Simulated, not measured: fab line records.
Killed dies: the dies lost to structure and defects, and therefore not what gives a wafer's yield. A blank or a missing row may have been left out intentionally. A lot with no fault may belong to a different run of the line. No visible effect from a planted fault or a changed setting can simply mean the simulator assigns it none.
Which tool was responsible? + flow rit cmos + 21 wafers from 7 lots sampled at 2 of the route's 202 steps

## WHAT EACH GAUGE READ, for each wafer
RIT_ACTIVE_THK_MEAS_02.
| lot  | measured    | on            | ACTIVE_OXIDE_THK (nm) |
|------|-------------|---------------|-----------------------|
| L670 | day 2 03:59 | film metro-04 | 48.8 48.6 48.5        |
| L672 | day 2 13:12 | film metro-04 | 47.9 47.7 47.7        |
| L674 | day 2 23:04 | film metro-02 | 59.8 59.6 60.3        |
| L684 | day 5 01:24 | film metro-02 | 45.8 46.0 45.5        |
| L686 | day 5 11:41 | film metro-02 | 48.1 47.9 48.1        |
| L688 | day 5 22:32 | film metro-04 | 45.8 44.5 45.7        |
| L690 | day 6 07:03 | film metro-04 | 46.7 47.0 47.0        |

## WHAT TOOL EACH LOT RAN ON (gives the tool, then ch and the chambers of the sampled wafers, and finally the start)
| lot  | RIT_ACTIVE_OXIDATION_01      |
|------|------------------------------|
| L670 | furnace-04 ch 0, day 2 02:02 |
| L672 | furnace-04 ch 0, day 2 11:16 |
| L674 | furnace-04 ch 0, day 2 21:07 |
| L684 | furnace-03 ch 0, day 4 23:28 |
| L686 | furnace-04 ch 0, day 5 09:44 |
| L688 | furnace-03 ch 0, day 5 20:37 |
| L690 | furnace-01 ch 0, day 6 05:07 |
- RIT_ACTIVE_OXIDATION_01: target thk 46.8 nm, ox time 3360 s.

## THE ANSWER, worked out from the rows above alone
Rule: the usual values come from the lots themselves. Put in order of their means at a reading, lots are off if they are a third of the lots or fewer, leave a main group of 4 or more, and stand apart from it by a gap of 3 or more times the standard deviation of the main group's means; of several such gaps the widest counts. A main group whose means are all the same, to the digits that the tables above print for the reading, isn't used. A lot without any number at a reading at which 4 lots or more have one is off too. The other lots that the step has rows for count as sound.
Off: L674, at RIT_ACTIVE_THK_MEAS_02 (ACTIVE_OXIDE_THK). For the main group the mean is 47.1 nm and the standard deviation 1.2.
If a tool, at a process step before that reading, ran all the lots that are off and no sound lot after the first of them, it fits. Gauges at RIT_ACTIVE_THK_MEAS_02: tried the same way as those tools. No candidate that was tried fits.

## WHAT HAD BEEN PUT IN BY THE SIMULATOR
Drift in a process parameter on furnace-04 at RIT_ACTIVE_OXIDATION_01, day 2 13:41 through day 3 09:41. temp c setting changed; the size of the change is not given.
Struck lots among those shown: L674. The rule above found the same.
